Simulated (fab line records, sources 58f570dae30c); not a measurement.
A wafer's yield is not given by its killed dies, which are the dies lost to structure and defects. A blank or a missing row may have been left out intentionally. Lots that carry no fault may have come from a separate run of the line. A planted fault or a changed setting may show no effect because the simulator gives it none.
Comparing a struck lot with a sound one + flow berkeley-cmos170 + 15 out of 331 route steps
Sound: these wafers, L518.1, L518.2, L518.5. Wafers L509.2, L509.3, L509.4 were the ones struck. At the end, the cause is stated.
Per side, at each step with rows, come the tool, then ch with its chambers, and then its first start. Under that, the readings that differ: sound wafers + struck wafers + difference of the means + sigmas: that difference in standard deviations of wafers without a fault.
alike: same words and numbers on both sides, and readings whose means sit less than 2 such deviations apart. not compared: any withheld reading, any reading some wafer has no value for, any bound like >300 that may hide the same value, and any number with overlapping values for which the record gives no deviation.
The two part at a step that has a row with sigmas, a row that says differs or no value, or rows on one side only. When numbers do not overlap yet have no deviation, they are printed without sigmas and do not part them. Lack of a reading on every wafer of one side parts them only where that side has two or more wafers.

UCB170_NWELL_THK_MEAS_02:
  sound on film-metro-03 at day 5 08:16; struck on film-metro-03 at day 3 06:10
  alike: NWELL_OXIDE_THK
then, 2 steps without rows for these wafers: UCB170_NWELL_ANNEAL_03 (time 900 s); UCB170_NWELL_CVD_04 (deposits Si3N4 from SiH2Cl2/NH3, target thk 224 nm, time 3360 s).
UCB170_NWELL_THK_MEAS_05:
  sound on film-metro-02 at day 5 16:22; struck on film-metro-03 at day 3 12:40
  alike: NWELL_NITRIDE_THK
then, 6 steps without rows for these wafers: UCB170_NWELL_HMDS_06 (prime time 60 s); UCB170_NWELL_COAT_07 (resist thk 900 nm); UCB170_NWELL_SOFTBAKE_08 (time 60 s); UCB170_NWELL_EXPOSE_09 (exposes mask NWELL, target cd 3000 nm); UCB170_NWELL_PEB_10; UCB170_NWELL_DEVELOP_11 (develop time 45 s).
UCB170_NWELL_OVL_MEAS_12:
  sound on overlay-01 at day 5 17:30; struck on overlay-02 at day 3 14:05
  alike: NWELL_OVL
UCB170_NWELL_ETCH_13: etches Si3N4 in CH3F/Ar/O2, stops on SiO2, target depth 246.4 nm, time 154 s.
  sound on rie-diel-02 ch 1,3, day 5 17:32; struck on rie-diel-03 ch 1,2,3, day 3 14:07
  alike: drypump-motor-current-A, oes-product-au, throttle-valve-pct
  not compared: rf-hours-counter-h
UCB170_NWELL_IMPLANT_14:
  sound on implanter-01 ch 0, day 5 17:38; struck on implanter-02 ch 0, day 3 14:14
| reading       | sound                     | struck                           | difference  | sigmas |
|---------------|---------------------------|----------------------------------|-------------|--------|
| dose-ions-cm2 | 1e+13 9.997e+12 1.002e+13 | 1.0403e+13 1.0378e+13 1.0381e+13 | +3.8167e+11 | +35    |
  alike: beam-on-s
UCB170_NWELL_STRIP_15: strips in O2.
  sound on plasma-asher-03 ch 0,1, day 5 17:47; struck on plasma-asher-03 ch 0,1, day 3 14:22
| reading                      | sound             | struck            | difference | sigmas |
|------------------------------|-------------------|-------------------|------------|--------|
| strip-time-to-endpoint-s (s) | 17.89 17.92 17.93 | 18.15 18.07 18.11 | +0.20      | +2     |
  alike: drypump-motor-current-A, oes-product-au
  not compared: rf-hours-counter-h
-- the record jumps here: 6 days lie between the struck wafers' starts before and after (it left off in module NWELL and takes up again in module M3, whose first step shown is number 331 of the route) --
UCB170_M3_PROBE_99:
  sound on prober-02 at day 12 00:32; struck on prober-01 at day 9 18:29
| reading                                 | sound                | struck              | difference | sigmas |
|-----------------------------------------|----------------------|---------------------|------------|--------|
| model.etest.nwell-pinched.rs-ohm-sq     | 1297 1287 1301       | 1233 1241 1240      | -57        |        |
| model.etest.nwell.rs-ohm-sq             | 866.5 865.6 865.6    | 830.1 844.2 842.8   | -26.9      |        |
| model.etest.nwell.width-nm (nm)         | 2365 2364 2352       | 2378 2373 2390      | +20        |        |
| model.etest.nwell.line-ohm-um           | 366.4 366.3 370      | 351.3 353.2 351.9   | -15.4      |        |
| model.etest.vpnp.gain                   | 11.5 11.55 11.47     | 10.85 10.76 10.84   | -0.69      |        |
| model.etest.diode-pplus-nwell.bv-v (V)  | 10.79 10.75 10.77    | 10.49 10.45 10.41   | -0.32      |        |
| model.etest.diode-pplus-comb.cj-ff-um2  | 1.108 1.11 1.1       | 1.116 1.119 1.116   | +0.011     |        |
| model.etest.diode-pplus-nwell.cj-ff-um2 | 0.7071 0.7045 0.7052 | 0.7129 0.7193 0.716 | +0.0105    |        |

== WHERE THEY PART ==
Last at UCB170_NWELL_STRIP_15 as far as this record goes, first at UCB170_NWELL_IMPLANT_14.

WHY: what the simulator had put in
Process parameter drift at UCB170_NWELL_IMPLANT_14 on implanter-02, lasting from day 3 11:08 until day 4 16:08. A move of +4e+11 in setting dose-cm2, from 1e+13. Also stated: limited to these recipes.
